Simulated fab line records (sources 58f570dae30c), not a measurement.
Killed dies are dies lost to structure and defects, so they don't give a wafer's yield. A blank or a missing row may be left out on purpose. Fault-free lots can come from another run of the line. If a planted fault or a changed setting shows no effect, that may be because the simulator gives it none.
Comparing a struck lot with a sound one / flow berkeley-cmos170 / 19 steps out of a route of 331
Sound: wafers L794.2, L794.3, L794.4. Wafers struck: L788.2, L788.4, L788.5. Last of all comes the cause.
For every step that has rows: the tool of each side, followed by ch and its chambers, followed by its first start. Under that, the readings that differ: sound wafers / struck wafers / difference of the means / sigmas: that difference in standard deviations of wafers without a fault.
alike: a reading whose means differ by less than 2 such deviations, as well as words and numbers matching on both sides. not compared: withheld readings; readings where some wafer has no value; bounds like >300 that might hide an equal value; numbers whose values overlap and for which the record gives no deviation.
The two part at a step that has a row with sigmas, a row that says differs or no value, or rows on one side only. When numbers do not overlap yet have no deviation, they are printed without sigmas and do not part them. Lack of a reading on every wafer of one side parts them only where that side has two or more wafers.

UCB170_NLDD_CD_MEAS_06: target cd 1200 nm.
  struck on cd-sem-02, day 8 06:45; sound on cd-sem-02, day 9 08:41
  alike: cd-nm
UCB170_NLDD_OVL_MEAS_07:
  struck on overlay-01, day 8 06:52; sound on overlay-02, day 9 08:47
  alike: NLDD_OVL
then, 2 steps without rows for these wafers: UCB170_NLDD_IMPLANT_08; UCB170_NLDD_IMPLANT_09.
UCB170_NLDD_STRIP_10: strips in O2.
  sound on plasma-asher-02 ch 0,1, day 9 09:07; struck on plasma-asher-02 ch 0,1, day 8 07:11
  alike: drypump-motor-current-A, o2-flow-sccm, oes-product-au, strip-time-to-endpoint-s
  not compared: rf-hours-counter-h
UCB170_NLDD_TW_MEAS_11:
  struck on film-metro-03, day 8 07:18; sound on film-metro-03, day 9 09:14
  alike: NLDD_TW
then, 1 step without rows for these wafers: UCB170_NLDD_CLEAN_12 (cleans in SPM, time 600 s).
UCB170_SPACER_CVD_00: deposits SiO2 from TEOS/O2, target thk 376 nm, time 47 s.
  sound on pecvd-01 ch 0,1, day 9 09:34; struck on pecvd-01 ch 1,2, day 8 07:32
  alike: heater-power-w, rf-fwd-power-W
UCB170_SPACER_THK_MEAS_01:
  struck on film-metro-04, day 8 07:35; sound on film-metro-04, day 9 09:37
  alike: SPACER_TEOS_THK
then, 1 step without rows for these wafers: UCB170_SPACER_ANNEAL_02 (time 1800 s).
UCB170_SPACER_ETCHBACK_03: etches SiO2 in CHF3/CF4/Ar, stops on Si, target depth 376 nm, time 100 s.
  sound on rie-diel-01 ch 0,2,3, day 9 13:12; struck on rie-diel-03 ch 1,2,3, day 8 12:38
  alike: drypump-motor-current-A, oes-product-au, rf-fwd-power-W, throttle-valve-pct
  not compared: rf-hours-counter-h
then, 1 step without rows for these wafers: UCB170_PSD_HMDS_00 (prime time 60 s).
UCB170_PSD_COAT_01: resist thk 900 nm.
  struck on litho-track-03, day 8 12:53; sound on litho-track-01 ch 0, day 9 13:27
  no value came back on the struck wafers for chill-plate-temp-C (C), dispense-pressure-kPa (kPa); on the sound wafers chill-plate-temp-C (C) reads 22.98 22.96 22.97
then, 4 steps without rows for these wafers: UCB170_PSD_SOFTBAKE_02 (time 60 s); UCB170_PSD_EXPOSE_03 (exposes mask PSELECT MOD, target cd 1200 nm); UCB170_PSD_PEB_04; UCB170_PSD_DEVELOP_05 (develop time 45 s).
UCB170_PSD_CD_MEAS_06: target cd 1200 nm.
  struck on cd-sem-02, day 8 13:41; sound on cd-sem-02, day 9 14:45
reading=cd-nm (nm); sound=1199.1 1199.4 1199.4; struck=- - -; difference=no value on the struck wafers; sigmas=
UCB170_PSD_OVL_MEAS_07:
  struck on overlay-01, day 8 13:47; sound on overlay-02, day 9 14:51
reading=PSD_OVL (nm); sound=10 2 -2; struck=- - -; difference=no value on the struck wafers; sigmas=

== WHERE THEY PART ==
First at UCB170_PSD_COAT_01; last, within this record, at UCB170_PSD_OVL_MEAS_07.

WHY: the cause the simulator had injected
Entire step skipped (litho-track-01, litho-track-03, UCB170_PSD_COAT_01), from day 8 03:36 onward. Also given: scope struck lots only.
